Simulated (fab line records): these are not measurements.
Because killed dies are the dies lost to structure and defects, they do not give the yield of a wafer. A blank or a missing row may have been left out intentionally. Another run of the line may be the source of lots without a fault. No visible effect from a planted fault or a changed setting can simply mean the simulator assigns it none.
Which of the tools did it? || flow rit_cmos || 14 lots with 42 wafers sampled at 2 steps, on a route of 202 steps

WHAT THE GAUGES SHOWED, per wafer
RIT_PRETRO_TW_MEAS_10. Usual: PRETRO_TW gives 476 (standard deviation 4.2).
{"lot": "L169", "measured": "day 2 22:35", "on": "film_metro-03", "PRETRO_TW": "481 480 479", "flag": ""}
{"lot": "L170", "measured": "day 3 04:08", "on": "film_metro-02", "PRETRO_TW": "477 478 481", "flag": ""}
{"lot": "L171", "measured": "day 3 09:08", "on": "film_metro-01", "PRETRO_TW": "468 470 470", "flag": ""}
{"lot": "L172", "measured": "day 3 12:46", "on": "film_metro-01", "PRETRO_TW": "468 467 471", "flag": ""}
{"lot": "L174", "measured": "day 3 20:00", "on": "film_metro-02", "PRETRO_TW": "481 479 478", "flag": ""}
{"lot": "L177", "measured": "day 4 14:27", "on": "film_metro-02", "PRETRO_TW": "480 480 476", "flag": ""}
{"lot": "L178", "measured": "day 4 23:21", "on": "film_metro-02", "PRETRO_TW": "480 479 478", "flag": ""}
{"lot": "L179", "measured": "day 5 04:20", "on": "film_metro-02", "PRETRO_TW": "476 479 477", "flag": ""}
{"lot": "L180", "measured": "day 5 10:54", "on": "film_metro-01", "PRETRO_TW": "465 469 469", "flag": ""}
{"lot": "L181", "measured": "day 5 11:19", "on": "film_metro-03", "PRETRO_TW": "479 477 477", "flag": ""}
{"lot": "L182", "measured": "day 5 18:29", "on": "film_metro-01", "PRETRO_TW": "468 467 469", "flag": ""}
{"lot": "L183", "measured": "day 6 00:49", "on": "film_metro-02", "PRETRO_TW": "421 423 423", "flag": "OFF"}
{"lot": "L184", "measured": "day 6 06:30", "on": "film_metro-02", "PRETRO_TW": "476 478 477", "flag": ""}
{"lot": "L187", "measured": "day 6 15:18", "on": "film_metro-02", "PRETRO_TW": "420 422 422", "flag": "OFF"}

EACH LOT AND THE TOOL THAT RAN IT (in order: tool; ch and the chambers of the sampled wafers; start)
{"lot": "L169", "RIT_PRETRO_IMPLANT_08": "implanter-02 ch 0, day 2 22:11"}
{"lot": "L170", "RIT_PRETRO_IMPLANT_08": "implanter-02 ch 0, day 3 03:49"}
{"lot": "L171", "RIT_PRETRO_IMPLANT_08": "implanter-03 ch 0, day 3 08:49"}
{"lot": "L172", "RIT_PRETRO_IMPLANT_08": "implanter-03 ch 0, day 3 12:27"}
{"lot": "L174", "RIT_PRETRO_IMPLANT_08": "implanter-02 ch 0, day 3 19:43"}
{"lot": "L177", "RIT_PRETRO_IMPLANT_08": "implanter-01 ch 0, day 4 14:09"}
{"lot": "L178", "RIT_PRETRO_IMPLANT_08": "implanter-02 ch 0, day 4 23:01"}
{"lot": "L179", "RIT_PRETRO_IMPLANT_08": "implanter-03 ch 0, day 5 04:00"}
{"lot": "L180", "RIT_PRETRO_IMPLANT_08": "implanter-02 ch 0, day 5 10:34"}
{"lot": "L181", "RIT_PRETRO_IMPLANT_08": "implanter-02 ch 0, day 5 11:00"}
{"lot": "L182", "RIT_PRETRO_IMPLANT_08": "implanter-03 ch 0, day 5 18:10"}
{"lot": "L183", "RIT_PRETRO_IMPLANT_08": "implanter-02 ch 0, day 6 00:30"}
{"lot": "L184", "RIT_PRETRO_IMPLANT_08": "implanter-03 ch 0, day 6 06:13"}
{"lot": "L187", "RIT_PRETRO_IMPLANT_08": "implanter-02 ch 0, day 6 14:52"}
- RIT_PRETRO_IMPLANT_08

WHAT THE TOOLS THEMSELVES READ (means of the sampled wafers that have a number; where no wafer has one, the mark that the record gives instead)
RIT_PRETRO_IMPLANT_08. Usual: dose_ions_cm2 1.2e+13, standard deviation 1.3e+10; faraday_current_uA 38.1, standard deviation 0.73.
{"lot": "L169", "tool": "implanter-02", "dose_ions_cm2": 1.2e+13, "faraday_current_uA": 38.6, "flag": ""}
{"lot": "L170", "tool": "implanter-02", "dose_ions_cm2": 1.2e+13, "faraday_current_uA": 38.1, "flag": ""}
{"lot": "L171", "tool": "implanter-03", "dose_ions_cm2": 1.2e+13, "faraday_current_uA": 37.9, "flag": ""}
{"lot": "L172", "tool": "implanter-03", "dose_ions_cm2": 1.2e+13, "faraday_current_uA": 38.3, "flag": ""}
{"lot": "L174", "tool": "implanter-02", "dose_ions_cm2": 1.2e+13, "faraday_current_uA": 39.1, "flag": ""}
{"lot": "L177", "tool": "implanter-01", "dose_ions_cm2": 1.2e+13, "faraday_current_uA": 38.0, "flag": ""}
{"lot": "L178", "tool": "implanter-02", "dose_ions_cm2": 1.2e+13, "faraday_current_uA": 38.8, "flag": ""}
{"lot": "L179", "tool": "implanter-03", "dose_ions_cm2": 1.2e+13, "faraday_current_uA": 37.9, "flag": ""}
{"lot": "L180", "tool": "implanter-02", "dose_ions_cm2": 1.2e+13, "faraday_current_uA": 37.9, "flag": ""}
{"lot": "L181", "tool": "implanter-02", "dose_ions_cm2": 1.2e+13, "faraday_current_uA": 37.6, "flag": ""}
{"lot": "L182", "tool": "implanter-03", "dose_ions_cm2": 1.2e+13, "faraday_current_uA": 37.9, "flag": ""}
{"lot": "L183", "tool": "implanter-02", "dose_ions_cm2": 8.0e+12, "faraday_current_uA": 25.7, "flag": "OFF"}
{"lot": "L184", "tool": "implanter-03", "dose_ions_cm2": 1.2e+13, "faraday_current_uA": 37.9, "flag": ""}
{"lot": "L187", "tool": "implanter-02", "dose_ions_cm2": 8.0e+12, "faraday_current_uA": 25.4, "flag": "OFF"}

THE ANSWER, worked out from the rows above alone
Rule: a lot is off if the mean of its wafers that have a number lies more than 3 standard deviations from the usual mean. A lot without any number at a reading at which 4 lots or more have one is off too. The other lots that the step has rows for count as sound. After the gauges, taken in route order, come the tools' own readings; for these a lot's mean is taken, as printed above. The first step at which some lot is off is used, and at that step the reading that is off furthest; a lot without a number counts as furthest.
Off: L183, L187, seen at RIT_PRETRO_TW_MEAS_10 (PRETRO_TW).
A tool fits if, at a process step before that reading, it ran every lot that is off, and no sound lot after the first of them. The gauges at RIT_PRETRO_TW_MEAS_10 aren't tried: what is off there is off at RIT_PRETRO_IMPLANT_08 too, on other tools, and a gauge's error can't cause that. One candidate fits, namely implanter-02 at RIT_PRETRO_IMPLANT_08. A fault onset in the window from L181 (day 5 11:00, its last sound lot) to L183 (day 6 00:30, its first lot off) fits.
The tool's own readings at RIT_PRETRO_IMPLANT_08 bear it out: on the lots that are off they differ by more than 5 times the standard deviation of the sound lots' means. dose_ions_cm2 reads 8.0e+12 there against 1.2e+13 on the sound lots; faraday_current_uA reads 25.5 there against 38.2 on the sound lots.

WHAT THE SIMULATOR HAD PUT IN
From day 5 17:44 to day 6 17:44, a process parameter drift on implanter-02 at RIT_PRETRO_IMPLANT_08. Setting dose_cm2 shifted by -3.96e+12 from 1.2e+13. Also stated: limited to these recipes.
Struck lots among those shown: L183, L187. The same result came from the rule above.
